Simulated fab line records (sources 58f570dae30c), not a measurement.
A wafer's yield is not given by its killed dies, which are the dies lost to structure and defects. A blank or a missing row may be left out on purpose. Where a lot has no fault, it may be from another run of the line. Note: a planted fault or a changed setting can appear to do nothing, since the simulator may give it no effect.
Which tool did it? :: flow berkeley-cmos170 :: 39 wafers from 14 lots sampled at 3 of the route's 331 steps

== WHAT EACH GAUGE READ, for each wafer ==
UCB170_PSD_TW_MEAS_10. Usual: PSD_TW typically reads 2344, with standard deviation 21.
lot: L772
measured: day 7 03:43
on: film-metro-03
PSD_TW: 2356 2354 2364
flag: 

lot: L771
measured: day 7 04:40
on: film-metro-01
PSD_TW: 2335 2339 2336
flag: 

lot: L774
measured: day 7 16:01
on: film-metro-01
PSD_TW: 2345 2346 2349
flag: 

lot: L776
measured: day 7 23:48
on: film-metro-01
PSD_TW: 2343 2342 2352
flag: 

lot: L775
measured: day 8 00:02
on: film-metro-03
PSD_TW: 2348 2375 2366
flag: 

lot: L780
measured: day 8 08:40
on: film-metro-03
PSD_TW: 2363 2366 2361
flag: 

lot: L778
measured: day 8 08:48
on: film-metro-01
PSD_TW: 2337 2329 2321
flag: 

lot: L782
measured: day 8 22:31
on: film-metro-02
PSD_TW: 2341
flag: 

lot: L787
measured: day 9 23:06
on: film-metro-03
PSD_TW: 2357 2363 2357
flag: 

lot: L786
measured: day 9 23:23
on: film-metro-01
PSD_TW: 2338 2331
flag: 

lot: L789
measured: day 10 13:43
on: film-metro-02
PSD_TW: 2294 2310 2311
flag: 

lot: L790
measured: day 10 14:16
on: film-metro-01
PSD_TW: 2326 2335 2333
flag: 

lot: L793
measured: day 11 03:28
on: film-metro-02
PSD_TW: 2327 2324 2326
flag: 

lot: L794
measured: day 11 10:43
on: film-metro-03
PSD_TW: 2391 2373 2386
flag: 

UCB170_CONTACT_CD_MEAS_15: target cd 700 nm. Usual: cd-nm at 699.6 nm, with a standard deviation of 1.6.
lot: L772
measured: day 7 17:59
on: cd-sem-02
cd-nm (nm): 697.4 697.7 698.5
flag: 

lot: L771
measured: day 7 17:53
on: cd-sem-02
cd-nm (nm): 700.7 701.0 699.5
flag: 

lot: L774
measured: day 8 02:43
on: cd-sem-01
cd-nm (nm): 698.4 698.2 696.7
flag: 

lot: L776
measured: day 8 09:08
on: cd-sem-02
cd-nm (nm): 699.5 701.2 701.1
flag: 

lot: L775
measured: day 8 09:43
on: cd-sem-01
cd-nm (nm): 701.6 700.0 700.6
flag: 

lot: L780
measured: day 8 19:19
on: cd-sem-01
cd-nm (nm): 699.2 701.2 699.4
flag: 

lot: L778
measured: day 8 22:29
on: cd-sem-01
cd-nm (nm): 701.4 702.0 701.5
flag: 

lot: L782
measured: day 9 07:19
on: cd-sem-01
cd-nm (nm): 697.8
flag: 

lot: L787
measured: day 10 12:00
on: cd-sem-02
cd-nm (nm): 699.1 698.8 700.1
flag: 

lot: L786
measured: day 10 11:31
on: cd-sem-01
cd-nm (nm): 697.3 699.6
flag: 

lot: L789
measured: day 11 07:29
on: cd-sem-01
cd-nm (nm): 697.9 699.4 697.8
flag: 

lot: L790
measured: day 11 05:16
on: cd-sem-02
cd-nm (nm): 699.6 699.8 699.2
flag: 

lot: L793
measured: day 11 14:16
on: cd-sem-01
cd-nm (nm): 698.1 696.5 697.6
flag: 

lot: L794
measured: day 11 21:20
on: cd-sem-01
cd-nm (nm): 700.3 699.9 702.1
flag: 

== TOOL THAT RAN EACH LOT (tool first, then ch and the chambers of the sampled wafers, then the start) ==
lot: L772
UCB170_BACKSIDE_STRIP_03: plasma-asher-02 ch 0,1, day 7 10:53

lot: L771
UCB170_BACKSIDE_STRIP_03: plasma-asher-04 ch 0,1, day 7 10:43

lot: L774
UCB170_BACKSIDE_STRIP_03: plasma-asher-01 ch 0,1, day 7 19:12

lot: L776
UCB170_BACKSIDE_STRIP_03: plasma-asher-02 ch 0,1, day 8 03:13

lot: L775
UCB170_BACKSIDE_STRIP_03: plasma-asher-02 ch 0,1, day 8 03:40

lot: L780
UCB170_BACKSIDE_STRIP_03: plasma-asher-02 ch 0,1, day 8 12:13

lot: L778
UCB170_BACKSIDE_STRIP_03: plasma-asher-02 ch 0,1, day 8 12:41

lot: L782
UCB170_BACKSIDE_STRIP_03: plasma-asher-04 ch 1, day 9 01:38

lot: L787
UCB170_BACKSIDE_STRIP_03: plasma-asher-02 ch 0,1, day 10 02:08

lot: L786
UCB170_BACKSIDE_STRIP_03: plasma-asher-04 ch 0, day 10 02:26

lot: L789
UCB170_BACKSIDE_STRIP_03: plasma-asher-02 ch 0,1, day 10 19:56

lot: L790
UCB170_BACKSIDE_STRIP_03: plasma-asher-04 ch 0,1, day 10 20:17

lot: L793
UCB170_BACKSIDE_STRIP_03: plasma-asher-02 ch 0, day 11 07:10

lot: L794
UCB170_BACKSIDE_STRIP_03: plasma-asher-02 ch 0,1, day 11 13:31
- UCB170_BACKSIDE_STRIP_03: strips in O2.

== AS READ BY THE TOOLS THEMSELVES (means over the sampled wafers that have a number; for cases with no such wafer, the mark the record gives instead) ==
UCB170_BACKSIDE_STRIP_03. Usual: drypump-motor-current-A 5.6 A, standard deviation 0.5; oes-product-au 0.735 a.u., standard deviation 0.0043; strip-time-to-endpoint-s 21.97 s, standard deviation 0.053.
lot: L772
tool: plasma-asher-02
drypump-motor-current-A (A): 5.5
oes-product-au (a.u.): 0.737
strip-time-to-endpoint-s (s): 21.96
flag: 

lot: L771
tool: plasma-asher-04
drypump-motor-current-A (A): 6.0
oes-product-au (a.u.): 0.734
strip-time-to-endpoint-s (s): 21.98
flag: 

lot: L774
tool: plasma-asher-01
drypump-motor-current-A (A): 5.8
oes-product-au (a.u.): 0.738
strip-time-to-endpoint-s (s): 21.90
flag: 

lot: L776
tool: plasma-asher-02
drypump-motor-current-A (A): 5.6
oes-product-au (a.u.): 0.735
strip-time-to-endpoint-s (s): 21.94
flag: 

lot: L775
tool: plasma-asher-02
drypump-motor-current-A (A): 5.2
oes-product-au (a.u.): 0.736
strip-time-to-endpoint-s (s): 21.98
flag: 

lot: L780
tool: plasma-asher-02
drypump-motor-current-A (A): 5.2
oes-product-au (a.u.): 0.733
strip-time-to-endpoint-s (s): 21.94
flag: 

lot: L778
tool: plasma-asher-02
drypump-motor-current-A (A): 5.5
oes-product-au (a.u.): 0.735
strip-time-to-endpoint-s (s): 22.05
flag: 

lot: L782
tool: plasma-asher-04
drypump-motor-current-A (A): 5.8
oes-product-au (a.u.): 0.735
strip-time-to-endpoint-s (s): 22.01
flag: 

lot: L787
tool: plasma-asher-02
drypump-motor-current-A (A): 5.5
oes-product-au (a.u.): 0.733
strip-time-to-endpoint-s (s): 21.96
flag: 

lot: L786
tool: plasma-asher-04
drypump-motor-current-A (A): 6.1
oes-product-au (a.u.): 0.735
strip-time-to-endpoint-s (s): 22.01
flag: 

lot: L789
tool: plasma-asher-02
drypump-motor-current-A (A): 5.2
oes-product-au (a.u.): 0.735
strip-time-to-endpoint-s (s): 21.92
flag: 

lot: L790
tool: plasma-asher-04
drypump-motor-current-A (A): 6.0
oes-product-au (a.u.): 0.732
strip-time-to-endpoint-s (s): 21.95
flag: 

lot: L793
tool: plasma-asher-02
drypump-motor-current-A (A): 4.8
oes-product-au (a.u.): 0.731
strip-time-to-endpoint-s (s): 21.97
flag: 

lot: L794
tool: plasma-asher-02
drypump-motor-current-A (A): 5.2
oes-product-au (a.u.): 0.735
strip-time-to-endpoint-s (s): 21.94
flag: 

== THE ANSWER, worked out from the rows above alone ==
Rule: lot off if the mean of its wafers having a number is beyond 3 standard deviations from the usual mean. Also off: a lot with no number at a reading for which 4 or more lots have one. All remaining lots with rows at the step are treated as sound. After the gauges, taken in route order, come the tools' own readings; for these a lot's mean is taken, as printed above. The first step at which some lot is off is used, and at that step the reading that is off furthest; a lot without a number counts as furthest.
No lot is off on any of the readings shown, so nothing can be concluded from this.

== WHAT THE SIMULATOR HAD INSERTED ==
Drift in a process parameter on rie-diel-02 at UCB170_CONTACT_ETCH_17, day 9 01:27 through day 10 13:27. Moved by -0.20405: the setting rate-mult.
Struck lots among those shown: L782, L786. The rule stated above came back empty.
